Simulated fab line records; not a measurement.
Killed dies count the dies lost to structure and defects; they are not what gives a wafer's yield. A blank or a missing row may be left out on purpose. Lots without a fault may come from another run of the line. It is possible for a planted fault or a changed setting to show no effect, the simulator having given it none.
fab line records | flow berkeley-cmos170
record lots=6 wafers=18 last-day=12
route steps=331 shown PWELL@37 M3@331
lots untouched by any fault: they come from a run of this same line in which no faults occurred
start-h: hours from the record's opening day to when the first of the lot's shown wafers began | wait-h: hours since the lot's step before | " unchanged from the row above | L1.1+2: one row covering several wafers at once | - either no value or no given start | * or withheld: withheld | < > ~ a bound
route shown NAME@n: a module of which the file shows steps, and the number in the route of the first | usual: mean/standard deviation taken from wafers without a fault | same: alike in all rows | chamber/n: place in a boat | sites: readings site by site | _std_site: the standard deviation of these | _edge_site: the outer-site mean with the inner-site mean subtracted | radius-mm: for every site, how far away it sits from the centre of the wafer | mask NAME#n: copy n | behind: the most recent tool/chamber to have shaped the wafer | hold: why the lot was held/for how many hours/how that ended | device: names the non-switching transistor (n, p or np) | end of line: the same wafers' tests at the end of the route | a step given without rows: its recipe and nothing more | killed: at the first sort, the dies lost to defects and structure; wafer yield is something else | map: the dies of a wafer, with x for killed, . for not killed, _ for no die there
set.NAME: the setting as run; set.NAME@STEP: as run at that earlier step | model.NAME: the simulator's own value behind a step, which no gauge read
lots at some steps of the route; a table a step, a row a wafer
services: a tool's chamber out of use, with start hour (start-h, from the record's first day; less than 0 if before it), hours out, and reason
## steps
# step UCB170_PWELL_THK_MEAS_03
# recipe reads=SiO2_of_PWELL_OXIDATION_02
# usual PWELL_OXIDE_THK=26.1/0.54
# columns lot.wafer tool chamber start-h wait-h PWELL_OXIDE_THK[nm]
L651.2 film-metro-01 - 54.64 0.0 26.2
L651.4 " - " " 26.3
L651.6 " - " " 25.8
L653.1 film-metro-04 - 60.29 0.0 26.1
L653.2 " - " " 25.8
L653.4 " - " " 25.3
L662.1 film-metro-04 - 108.47 0.0 26.1
L662.4 " - " " 26.0
L662.5 " - " " 25.8
L663.3 film-metro-02 - 108.49 0.0 25.9
L663.4 " - " " 25.9
L663.6 " - " " 25.8
L665.2 film-metro-04 - 115.80 0.0 26.8
L665.5 " - " " 26.6
L665.6 " - " " 26.4
L671.1 film-metro-01 - 150.82 0.0 25.7
L671.2 " - " " 25.8
L671.3 " - " " 25.4
# step UCB170_PWELL_ANNEAL_04
# recipe temp-c=1000 time-s=900 ambient=N2
# step UCB170_PWELL_CVD_05
# recipe material=Si3N4 target-thk-nm=220 temp-c=800 precursor=SiH2Cl2/NH3 time-s=3300 pressure-mtorr=200 sih2cl2-flow-sccm=25 nh3-flow-sccm=75
# step UCB170_PWELL_THK_MEAS_06
# recipe reads=Si3N4_of_PWELL_CVD_05
# usual PWELL_NITRIDE_THK=220.4/1.9
# columns lot.wafer tool chamber start-h wait-h PWELL_NITRIDE_THK[nm]
L653.1 film-metro-04 - 63.62 0.0 222.9
L653.2 " - " " 219.9
L653.4 " - " " 222.0
L651.2 film-metro-02 - 63.63 0.0 219.3
L651.4 " - " " 218.2
L651.6 " - " " 217.4
L662.1 film-metro-04 - 116.00 0.0 221.9
L662.4 " - " " 222.3
L662.5 " - " " 221.1
L663.3 film-metro-01 - 116.02 0.0 222.7
L663.4 " - " " 221.5
L663.6 " - " " 221.6
L665.2 film-metro-01 - 123.05 0.0 221.3
L665.5 " - " " 219.7
L665.6 " - " " 220.0
L671.1 film-metro-04 - 159.69 0.0 220.1
L671.2 " - " " 222.2
L671.3 " - " " 220.5
# step UCB170_PWELL_HMDS_07
# recipe prime-time-s=60 prime-temp-c=100
# step UCB170_PWELL_COAT_08
# recipe resist=KrF spin-rpm=1500 resist-thk-nm=900
# step UCB170_PWELL_SOFTBAKE_09
# recipe resist=KrF temp-c=130 time-s=60
# step UCB170_PWELL_EXPOSE_10
# recipe mask-id=PWELL target-cd-nm=3000 na=0.5 sigma-outer=0.6 source-shape=conventional dose-mj=19
# step UCB170_PWELL_PEB_11
# recipe peb-temp-c=130 peb-time-s=withheld resist=KrF
# step UCB170_PWELL_DEVELOP_12
# recipe developer=TMAH develop-time-s=43.1 resist=KrF dev-temp-c=21
# step UCB170_PWELL_OVL_MEAS_13
# usual PWELL_OVL=0/4.7
# columns lot.wafer tool chamber start-h wait-h PWELL_OVL[nm]
L651.2 overlay-01 - 65.89 - 6
L651.4 " - " " -3
L651.6 " - " " 5
L653.1 overlay-02 - 65.93 - -11
L653.2 " - " " 4
L653.4 " - " " 0
L663.3 overlay-01 - 117.47 - -3
L663.4 " - " " -12
L663.6 " - " " -2
L662.1 overlay-02 - 117.47 - 3
L662.4 " - " " -1
L662.5 " - " " 4
L665.2 overlay-01 - 123.95 - 5
L665.5 " - " " 5
L665.6 " - " " -1
L671.1 overlay-02 - 160.71 - -1
L671.2 " - " " -5
L671.3 " - " " -2
# step UCB170_PWELL_ETCH_14
# recipe chemistry=CH3F/Ar/O2 target=Si3N4 stop-on=SiO2 CH3F_flow_sccm=20 Ar_flow_sccm=50 O2_flow_sccm=7 pressure-mtorr=50 rf-w=450 target-depth-a=2420 over-etch-frac=0.1 time-s=151
# usual drypump-motor-current-A=5.75/0.24 oes-product-au=0.937/0.016 throttle-valve-pct=8.01/0.13
# same time-s=151
# columns lot.wafer tool chamber start-h wait-h drypump-motor-current-A oes-product-au rf-hours-counter-h throttle-valve-pct
L651.2 rie-diel-01 0 65.92 0.0 5.35 0.911 152 7.91
L651.4 " 2 " " 5.97 0.935 72 8.01
L651.6 " 2 " " 5.99 0.935 - 8.00
L653.1 rie-diel-04 1 65.96 0.0 5.57 0.955 144 8.27
L653.2 " 0 " " 5.76 0.967 7 7.89
L653.4 " 2 " " 5.77 0.951 85 8.02
L663.3 rie-diel-04 1 117.49 0.0 5.57 0.959 147 8.27
L663.4 " 2 " " 5.77 0.956 87 8.02
L663.6 " 2 " " 5.77 0.945 - 8.03
L662.1 rie-diel-01 1 117.51 0.0 6.02 0.929 105 7.84
L662.4 " 2 " " 5.99 0.938 75 8.00
L662.5 " 0 " " 5.35 0.928 - 7.94
L665.2 rie-diel-03 3 123.98 0.0 5.76 0.913 98 7.88
L665.5 " 1 " " 5.68 0.964 - 8.19
L665.6 " 0 " " 5.69 0.920 - 8.21
L671.1 rie-diel-01 0 160.75 0.0 5.35 0.932 0 7.92
L671.2 " 3 " " 5.56 0.937 131 8.15
L671.3 " 2 " " 6.04 0.941 77 8.01
# step UCB170_PWELL_IMPLANT_15
# recipe species=B dose-cm2=5e+12 energy-kev=60 tilt-deg=7
# usual dose-ions-cm2=4.999e+12/5.4e+09 faraday-current-uA=15.8/0.32
# columns lot.wafer tool chamber start-h wait-h dose-ions-cm2 faraday-current-uA
L651.2 implanter-04 0 66.05 0.1 4.995e+12 15.7
L651.4 " 0 " " 4.987e+12 15.6
L651.6 " 0 " " 5.004e+12 16.0
L653.1 implanter-03 0 66.06 0.1 4.998e+12 15.6
L653.2 " 0 " " 4.997e+12 16.0
L653.4 " 0 " " 4.995e+12 15.6
L662.1 implanter-03 0 117.61 0.1 4.393e+12 13.9
L662.4 " 0 " " 4.397e+12 13.7
L662.5 " 0 " " 4.396e+12 14.0
L663.3 implanter-04 0 117.64 0.1 4.999e+12 16.1
L663.4 " 0 " " 5.003e+12 15.6
L663.6 " 0 " " 5e+12 15.3
L665.2 implanter-03 0 124.10 0.1 4.399e+12 13.9
L665.5 " 0 " " 4.398e+12 13.8
L665.6 " 0 " " 4.408e+12 14.2
L671.1 implanter-04 0 160.87 0.1 4.989e+12 15.6
L671.2 " 0 " " 4.996e+12 15.9
L671.3 " 0 " " 5.006e+12 15.9
# step UCB170_PWELL_STRIP_16
# recipe chemistry=O2 power-w=400 pressure-mtorr=3500 platen-temp-c=withheld o2-flow-sccm=400 overash-fraction=0.5
# usual drypump-motor-current-A=5.81/0.16 o2-flow-sccm=400.0/1.2 oes-product-au=0.721/0.0045 strip-time-to-endpoint-s=18.12/0.15
# columns lot.wafer tool chamber start-h wait-h drypump-motor-current-A o2-flow-sccm oes-product-au rf-hours-counter-h strip-time-to-endpoint-s
L651.2 plasma-asher-01 1 66.17 0.1 5.81 401.3 0.726 33 18.14
L651.4 " 0 " " 5.57 401.9 0.722 - 18.20
L651.6 " 0 " " 5.55 400.2 0.724 - 18.21
L653.1 plasma-asher-03 0 66.21 0.1 6.04 402.7 0.715 29 17.86
L653.2 " 1 " " 5.69 400.8 0.733 29 18.11
L653.4 " 1 " " 5.70 401.8 0.714 - 18.14
L662.1 plasma-asher-02 0 117.76 0.1 5.78 401.4 0.717 0 18.02
L662.4 " 0 " " 5.78 401.6 0.731 - 18.25
L662.5 " 0 " " 5.77 401.0 0.724 - 18.13
L663.3 plasma-asher-03 1 117.77 0.1 5.69 398.8 0.721 - 17.84
L663.4 " 0 " " 6.09 401.1 0.721 - 17.88
L663.6 " 1 " " 5.67 397.8 0.728 - 17.91
L665.2 plasma-asher-03 0 124.23 0.1 6.07 399.0 0.728 36 18.33
L665.5 " 1 " " 5.70 399.5 0.724 - 18.16
L665.6 " 0 " " 6.04 398.4 0.724 - 18.24
L671.1 plasma-asher-02 1 161.02 0.1 5.85 399.5 0.725 5 18.48
L671.2 " 0 " " 5.79 399.4 0.722 5 18.30
L671.3 " 0 " " 5.79 398.2 0.722 - 18.30
# step UCB170_PWELL_TW_MEAS_17
# usual PWELL_TW=378.9/1.9
# columns lot.wafer tool chamber start-h wait-h PWELL_TW
L651.2 film-metro-01 - 66.28 0.1 378.1
L651.4 " - " " 378.2
L651.6 " - " " 378.2
L653.1 film-metro-04 - 66.31 0.1 382.6
L653.2 " - " " 383.3
L653.4 " - " " 381.3
L663.3 film-metro-02 - 117.86 0.1 381.3
L663.4 " - " " 381.3
L663.6 " - " " 379.8
L662.1 film-metro-01 - 117.86 0.1 366.6
L662.4 " - " " 364.9
L662.5 " - " " 366.1
L665.2 film-metro-01 - 124.34 0.1 363.4
L665.5 " - " " 363.4
L665.6 " - " " 363.9
L671.1 film-metro-04 - 161.12 0.1 375.1
L671.2 " - " " 374.4
L671.3 " - " " 375.2
# step UCB170_PWELL_CLEAN_18
# recipe chemistry=SPM temp-c=120 time-s=600
# step UCB170_M3_PROBE_99
# columns lot.wafer tool chamber start-h wait-h model.etest.nwell.width-nm model.etest.nwell.line-ohm-um model.etest.diode-nplus-pwell.cj-ff-um2 model.etest.diode-nplus-comb.cj-ff-um2
L651.2 prober-02 - 199.19 0.1 2356 369.8 0.4247 0.8112
L651.4 prober-02 - 199.29 0.2 2367 364.6 0.4263 0.8077
L651.6 prober-02 - 199.39 0.2 2350 364.2 0.4277 0.8083
L653.1 prober-01 - 200.75 0.1 2366 363.6 0.4275 0.7986
L653.2 prober-01 - 200.80 0.1 2354 363.1 0.4279 0.7997
L653.4 prober-01 - 200.90 0.2 2375 362.1 0.4293 0.795
L663.3 prober-02 - 240.33 0.2 2369 363.5 0.427 0.7961
L663.4 prober-02 - 240.38 0.2 2362 365.4 0.428 0.7972
L663.6 prober-02 - 240.48 0.2 2374 366.1 0.4266 0.7965
L665.2 prober-01 - 252.33 0.1 2432 357.7 0.4051 0.7908
L665.5 prober-01 - 252.48 0.2 2426 356.1 0.4067 0.7902
L665.6 prober-01 - 252.53 0.2 2419 356.2 0.4076 0.7914
L662.1 prober-02 - 252.56 0.1 2419 357 0.4106 0.7985
L662.4 prober-02 - 252.71 0.2 2422 350.9 0.4074 0.7912
L662.5 prober-02 - 252.76 0.2 2405 357.6 0.4087 0.7959
L671.1 prober-01 - 297.59 0.1 2361 364.1 0.4231 0.8018
L671.2 prober-01 - 297.64 0.1 2367 365.1 0.4231 0.8008
L671.3 prober-01 - 297.69 0.2 2360 362.6 0.4225 0.8003
# killed by level:class
L651.2 WELLDRIVE:geometric-particle:short=1 V2:geometric-particle:open=1
L651.4 ACTIVE:area-etch=3 SPACER:area-etchback=1
L651.6 WELLDRIVE:geometric-particle:open=1 V2:geometric-particle:short=1
L653.1 SPACER:geometric-particle:open=1 CONTACT:geometric-particle:short=1
L653.2 START:geometric-particle:short=2 SCREENOX:geometric-particle:open=1 GATE:geometric-particle:open=1 SPACER:geometric-particle:short=1 SILICIDE:geometric-particle:short=1 V1:geometric-particle:short=1
L653.4 V2:geometric-particle:open=2 GATE:geometric-particle:short=1 SPACER:geometric-particle:short=1 SPACER:geometric-particle:open=1 V1:geometric-particle:open=1 M3:geometric-particle:open=1
L663.3 NWELL:geometric-particle:open=1 GATE:geometric-particle:open=1 SILICIDE:geometric-particle:open=1 M3:geometric-particle:short=1
L663.4 GATE:geometric-particle:short=1 CONTACT:geometric-particle:open=1 M1:geometric-particle:short=1
L663.6 GATE:geometric-particle:short=1 GATE:geometric-particle:open=1 SPACER:geometric-particle:short=1
L662.1 ACTIVE:geometric-particle:short=1 SPACER:geometric-particle:short=1 SPACER:geometric-particle:open=1 M1:geometric-particle:short=1
L662.4 M1:geometric-particle:short=1 V1:geometric-particle:open=1 V1:geometric-particle:short=1
L662.5
L671.1 FIELD:geometric-particle:short=1 SACOX:geometric-particle:open=1 GATE:geometric-particle:open=1 V1:geometric-particle:short=1 M3:geometric-particle:short=1 M3:geometric-particle:open=1
L671.2 GATE:geometric-particle:open=2 FIELD:geometric-particle:open=1 V2:geometric-particle:open=1
## services
# columns tool chamber start-h hours kind
rie-diel-04 2 56.17 6.7 repair
rie-diel-03 3 73.29 4.0 repair
implanter-03 - 87.39 1.5 repair
implanter-04 - 89.44 2.6 repair
rie-diel-01 3 96.11 8.0 repair
plasma-asher-02 - 108.75 9.0 pm
plasma-asher-02 0 108.75 9.0 vent-cycle
plasma-asher-02 1 108.75 9.0 vent-cycle
rie-diel-01 0 108.79 5.0 repair
rie-diel-03 3 114.77 5.8 repair
plasma-asher-02 0 117.75 - clean
plasma-asher-02 1 117.75 - clean
implanter-04 - 120.71 1.9 repair
rie-diel-01 0 140.99 - clean
rie-diel-01 0 140.99 19.0 scheduled-down
rie-diel-01 0 140.99 19.0 vent-cycle
implanter-04 - 148.27 1.6 repair
## key
first-sign step=UCB170_PWELL_IMPLANT_15 reading=dose-ions-cm2 direction=down sigmas=99+ usual=4.999e+12 struck=4.399e+12
effect step=UCB170_PWELL_IMPLANT_15 reading=faraday-current-uA direction=down sigmas=5.9 usual=15.8 struck=14.0
effect step=UCB170_PWELL_TW_MEAS_17 reading=PWELL_TW direction=down sigmas=7.4 usual=378.9 struck=364.7
model-effect step=UCB170_M3_PROBE_99 value=etest.nwell.width-nm without=2366 struck=2421
met-at UCB170_PWELL_IMPLANT_15
struck-wafers L662.1,L662.4,L662.5,L665.2,L665.5,L665.6
sort-left-out L665.2,L665.5,L665.6
tester-left-out L662,L665
onset-between 66.06 117.61
fault kind=process-parameter-drift tool=implanter-03 chamber=- onset-h=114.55 steps=UCB170_PWELL_IMPLANT_15 channel=dose-cm2 offset=-6e+11 shape=step end-h=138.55 acts-in=these-recipes-only stated=5e+12
# tester-left-out: of these lots the tester's yield and bins aren't shown, on N5 and GAA mostly nor the transistor test; their killed dies are dies lost to structure and defects alone, not to doping, threshold or leakage, so they don't give the yield
# sort-left-out: the simulated sort isn't trusted on such a fault, so these wafers' sort isn't shown, and their yield isn't known
